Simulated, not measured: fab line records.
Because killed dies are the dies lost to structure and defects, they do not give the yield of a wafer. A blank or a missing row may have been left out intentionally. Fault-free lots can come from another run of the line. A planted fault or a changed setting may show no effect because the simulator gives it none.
Which of the tools did it? + flow berkeley-cmos170 + route of 331 steps, sampled at 1 step: 15 lots, 45 wafers

## WHAT EACH GAUGE READ, for each wafer
The record lacks any reading of a measuring or inspecting step that a usual standard deviation could be used to judge.

## TOOL THAT RAN EACH LOT (tool first, then ch and the chambers of the sampled wafers, then the start)
| lot  | UCB170_NWELL_WET_ETCH_19       |
|------|--------------------------------|
| L566 | wet-bench-02 ch 3, day 2 13:06 |
| L568 | wet-bench-04 ch 3, day 2 19:35 |
| L569 | wet-bench-04 ch 2, day 3 06:28 |
| L570 | wet-bench-04 ch 3, day 3 06:28 |
| L571 | wet-bench-04 ch 3, day 3 13:43 |
| L572 | wet-bench-04 ch 2, day 3 13:43 |
| L573 | wet-bench-02 ch 0, day 4 03:47 |
| L576 | wet-bench-04 ch 1, day 4 12:52 |
| L580 | wet-bench-03 ch 1, day 5 11:04 |
| L583 | wet-bench-04 ch 1, day 5 17:00 |
| L584 | wet-bench-04 ch 2, day 6 04:01 |
| L585 | wet-bench-04 ch 3, day 6 08:48 |
| L588 | wet-bench-03 ch 1, day 7 00:31 |
| L587 | wet-bench-02 ch 1, day 7 01:41 |
| L589 | wet-bench-03 ch 0, day 7 05:19 |
- UCB170_NWELL_WET_ETCH_19: etches SiO2 in BOE, time 22 s.

## WHAT THE TOOLS THEMSELVES READ (means of the sampled wafers that have a number; where no wafer has one, the mark that the record gives instead)
UCB170_NWELL_WET_ETCH_19. Usual: bath-heat-duty-pct 6.8 %, standard deviation 1; run-length-s 50.8 s, standard deviation 2.6.
| lot  | tool         | bath-heat-duty-pct (%) | run-length-s (s) | flag |
|------|--------------|------------------------|------------------|------|
| L566 | wet-bench-02 | 6.9                    | 53.8             |      |
| L568 | wet-bench-04 | 6.7                    | 49.8             |      |
| L569 | wet-bench-04 | 7.9                    | 53.6             |      |
| L570 | wet-bench-04 | 6.9                    | 53.8             |      |
| L571 | wet-bench-04 | -                      | -                | OFF  |
| L572 | wet-bench-04 | -                      | -                | OFF  |
| L573 | wet-bench-02 | -                      | -                | OFF  |
| L576 | wet-bench-04 | 6.3                    | 48.2             |      |
| L580 | wet-bench-03 | 5.9                    | 48.0             |      |
| L583 | wet-bench-04 | 6.3                    | 48.4             |      |
| L584 | wet-bench-04 | 7.5                    | 53.3             |      |
| L585 | wet-bench-04 | 6.7                    | 54.9             |      |
| L588 | wet-bench-03 | 6.4                    | 48.6             |      |
| L587 | wet-bench-02 | 6.7                    | 48.6             |      |
| L589 | wet-bench-03 | 7.0                    | 49.3             |      |

## THE ANSWER, worked out from the rows above alone
Rule: lot off if the mean of its wafers having a number is beyond 3 standard deviations from the usual mean. A lot without any number at a reading at which 4 lots or more have one is off too. All remaining lots with rows at the step are treated as sound. Order of review: gauges by route order, followed by the tools' own readings, for which a lot's mean as printed above is used. At the first step where some lot is off, the reading lying furthest off is the one used; lots without a number count as furthest.
Off at UCB170_NWELL_WET_ETCH_19 (bath-heat-duty-pct): L571, L572, L573. Without a number there: L571, L572, L573.
A tool fits if, at that step or a process step before it, it ran every lot that is off, and no sound lot after the first of them. No candidate that was tried fits.

## WHAT THE SIMULATOR HAD INSERTED
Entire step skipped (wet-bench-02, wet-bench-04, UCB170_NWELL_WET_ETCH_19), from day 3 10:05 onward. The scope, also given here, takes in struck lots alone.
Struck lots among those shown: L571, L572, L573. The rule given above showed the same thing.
